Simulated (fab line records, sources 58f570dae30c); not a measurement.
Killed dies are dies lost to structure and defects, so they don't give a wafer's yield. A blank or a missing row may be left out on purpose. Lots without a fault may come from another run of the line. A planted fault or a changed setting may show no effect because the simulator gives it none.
Which tool did it? | flow berkeley_cmos170 | 14 lots, 42 wafers sampled, at 3 steps of a route of 331

WHAT THE GAUGES READ, wafer by wafer
UCB170_M2_CD_MEAS_15: target cd 700 nm. Usual: cd_nm 700.6 nm, standard deviation 1.3.
lot  | measured     | on        | cd_nm (nm)        | flag
L298 | day 8 00:02  | cd_sem-02 | 701.5 701.3 700.3 |
L300 | day 8 06:13  | cd_sem-01 | 700.9 701.4 701.2 |
L299 | day 8 07:48  | cd_sem-02 | 701.8 701.6 700.0 |
L301 | day 8 11:06  | cd_sem-02 | 702.7 701.7 701.3 |
L303 | day 9 03:57  | cd_sem-02 | 700.1 700.6 700.1 |
L302 | day 9 04:14  | cd_sem-01 | 699.6 699.5 698.5 |
L305 | day 9 05:21  | cd_sem-02 | 700.5 700.5 701.3 |
L311 | day 9 23:52  | cd_sem-01 | 700.9 699.3 700.5 |
L308 | day 10 00:01 | cd_sem-02 | 637.5 636.3 636.0 | OFF
L312 | day 10 11:22 | cd_sem-01 | 643.0 642.8 643.1 | OFF
L314 | day 11 03:50 | cd_sem-01 | 701.1 699.2 698.8 |
L318 | day 11 14:49 | cd_sem-02 | 699.3 700.7 700.8 |
L317 | day 11 15:04 | cd_sem-01 | 701.9 702.1 703.1 |
L321 | day 12 03:35 | cd_sem-02 | 701.8 702.0 702.3 |

UCB170_M2_CD_MEAS_90: target cd 700 nm. Usual: cd_nm 704 nm, standard deviation 3.2.
lot  | measured     | on        | cd_nm (nm)  | flag
L298 | day 8 00:31  | cd_sem-02 | 706 705 705 |
L300 | day 8 06:43  | cd_sem-01 | 702 704 706 |
L299 | day 8 08:17  | cd_sem-01 | 704 704 708 |
L301 | day 8 11:42  | cd_sem-02 | 704 704 701 |
L303 | day 9 04:26  | cd_sem-02 | 700 703 699 |
L302 | day 9 04:43  | cd_sem-01 | 702 705 700 |
L305 | day 9 05:50  | cd_sem-02 | 703 699 698 |
L311 | day 10 00:22 | cd_sem-01 | 704 699 705 |
L308 | day 10 00:30 | cd_sem-02 | 641 643 643 | OFF
L312 | day 10 11:51 | cd_sem-01 | 647 653 646 | OFF
L314 | day 11 04:21 | cd_sem-01 | 707 704 704 |
L318 | day 11 15:19 | cd_sem-02 | 702 704 706 |
L317 | day 11 15:34 | cd_sem-02 | 705 707 704 |
L321 | day 12 04:04 | cd_sem-02 | 701 703 705 |

WHICH TOOL RAN EACH LOT (tool, then ch and the chambers of the sampled wafers, then the start)
lot  | UCB170_M2_SOFTBAKE_11
L298 | litho_track-03 ch 0, day 7 23:00
L300 | litho_track-04 ch 0, day 8 05:00
L299 | litho_track-03 ch 0, day 8 07:00
L301 | litho_track-03 ch 0, day 8 10:00
L303 | litho_track-03 ch 0, day 9 03:00
L302 | litho_track-04 ch 0, day 9 03:00
L305 | litho_track-02 ch 0, day 9 04:00
L311 | litho_track-03 ch 0, day 9 22:00
L308 | litho_track-02 ch 0, day 9 23:00
L312 | litho_track-02 ch 0, day 10 10:00
L314 | litho_track-04 ch 0, day 11 01:00
L318 | litho_track-03 ch 0, day 11 13:00
L317 | litho_track-03 ch 0, day 11 14:00
L321 | litho_track-04 ch 0, day 12 02:00
- UCB170_M2_SOFTBAKE_11: time 60 s.

WHAT THE TOOLS THEMSELVES READ (means of the sampled wafers that have a number; where no wafer has one, the mark that the record gives instead)
UCB170_M2_SOFTBAKE_11. Usual: exhaust_pa 45.0 Pa, standard deviation 0.83; heater_power_total_W 56.80 W, standard deviation 0.047; plate_temp_C 130.00 C, standard deviation 0.14.
lot  | tool           | exhaust_pa (Pa) | heater_power_total_W (W) | plate_temp_C (C) | flag
L298 | litho_track-03 | 46.0            | 56.81                    | 130.05           |
L300 | litho_track-04 | 44.9            | 56.83                    | 130.08           |
L299 | litho_track-03 | 44.2            | 56.82                    | 130.12           |
L301 | litho_track-03 | 45.5            | 56.81                    | 130.06           |
L303 | litho_track-03 | 44.4            | 56.80                    | 129.77           |
L302 | litho_track-04 | 44.2            | 56.80                    | 130.01           |
L305 | litho_track-02 | 45.3            | 56.80                    | 130.16           |
L311 | litho_track-03 | 45.1            | 56.81                    | 130.07           |
L308 | litho_track-02 | 45.0            | 67.60                    | 148.75           | OFF
L312 | litho_track-02 | 45.2            | 67.60                    | 148.70           | OFF
L314 | litho_track-04 | 45.5            | 56.83                    | 129.99           |
L318 | litho_track-03 | 46.0            | 56.80                    | 130.10           |
L317 | litho_track-03 | 44.6            | 56.76                    | 129.90           |
L321 | litho_track-04 | 44.7            | 56.84                    | 129.68           |

THE ANSWER, worked out from the rows above alone
Rule: a lot is off if the mean of its wafers that have a number lies more than 3 standard deviations from the usual mean. A lot without any number at a reading at which 4 lots or more have one is off too. The other lots that the step has rows for count as sound. The gauges are gone through in route order, then the tools' own readings, and for those a lot's mean is taken as printed above. The first step at which some lot is off is used, and at that step the reading that is off furthest; a lot without a number counts as furthest.
Off: L308, L312, at UCB170_M2_CD_MEAS_15 (cd_nm).
A tool fits if, at a process step before that reading, it ran every lot that is off, and no sound lot after the first of them. The gauges at UCB170_M2_CD_MEAS_15 aren't tried: what is off there is off at UCB170_M2_SOFTBAKE_11 too, on other tools, and a gauge's error can't cause that. One fits: litho_track-02 at UCB170_M2_SOFTBAKE_11. Its last sound lot is L305 (day 9 04:00), its first lot that is off L308 (day 9 23:00): a fault that began between those two fits.
The tool's own readings at UCB170_M2_SOFTBAKE_11 bear it out: on the lots that are off they differ by more than 5 times the standard deviation of the sound lots' means. heater_power_total_W reads 67.60 W there against 56.81 W on the sound lots; plate_temp_C reads 148.72 C there against 130.00 C on the sound lots.

WHAT THE SIMULATOR HAD PUT IN
Process parameter drift: litho_track-02, from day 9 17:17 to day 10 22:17, at UCB170_M2_SOFTBAKE_11. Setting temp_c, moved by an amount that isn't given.
Lots struck among those shown: L308, L312. The rule above found the same.
